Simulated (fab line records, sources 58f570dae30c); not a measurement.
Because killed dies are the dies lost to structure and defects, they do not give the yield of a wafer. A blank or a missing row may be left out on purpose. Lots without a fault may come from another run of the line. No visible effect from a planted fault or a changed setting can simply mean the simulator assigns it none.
The tool behind it: which one? | flow berkeley-cmos170 | at 1 step of a route of 331, 7 lots with 21 wafers sampled

WHAT THE GAUGES SHOWED, per wafer
UCB170_GATE_OVL_MEAS_13.
lot  | measured     | on         | GATE_OVL (nm)
L514 | day 7 21:24  | overlay-01 | -1 5 10
L512 | day 7 21:57  | overlay-01 | -4 -3 0
L515 | day 8 00:50  | overlay-02 | -6 -5 -4
L523 | day 9 10:11  | overlay-02 | 7 6 5
L526 | day 10 10:58 | overlay-02 | 2 -5 -4
L529 | day 10 11:59 | overlay-01 | -6 -7 -5
L532 | day 11 03:16 | overlay-02 | -1 1 4

WHICH TOOL RAN EACH LOT (tool, then ch and the chambers of the sampled wafers, then the start)
The record holds no process step before these readings.

THE ANSWER, worked out from the rows above alone
Rule: usual is defined by the lots themselves. Put in order of their means at a reading, lots are off if they are a third of the lots or fewer, leave a main group of 4 or more, and stand apart from it by a gap of 3 or more times the standard deviation of the main group's means; of several such gaps the widest counts. Not used: any main group whose means are identical at the precision the tables above print for the reading. A lot without any number at a reading at which 4 lots or more have one is off too. All remaining lots with rows at the step are treated as sound.
Across all readings shown, no lot is off: no conclusion can be drawn from this.

WHAT THE SIMULATOR PUT IN
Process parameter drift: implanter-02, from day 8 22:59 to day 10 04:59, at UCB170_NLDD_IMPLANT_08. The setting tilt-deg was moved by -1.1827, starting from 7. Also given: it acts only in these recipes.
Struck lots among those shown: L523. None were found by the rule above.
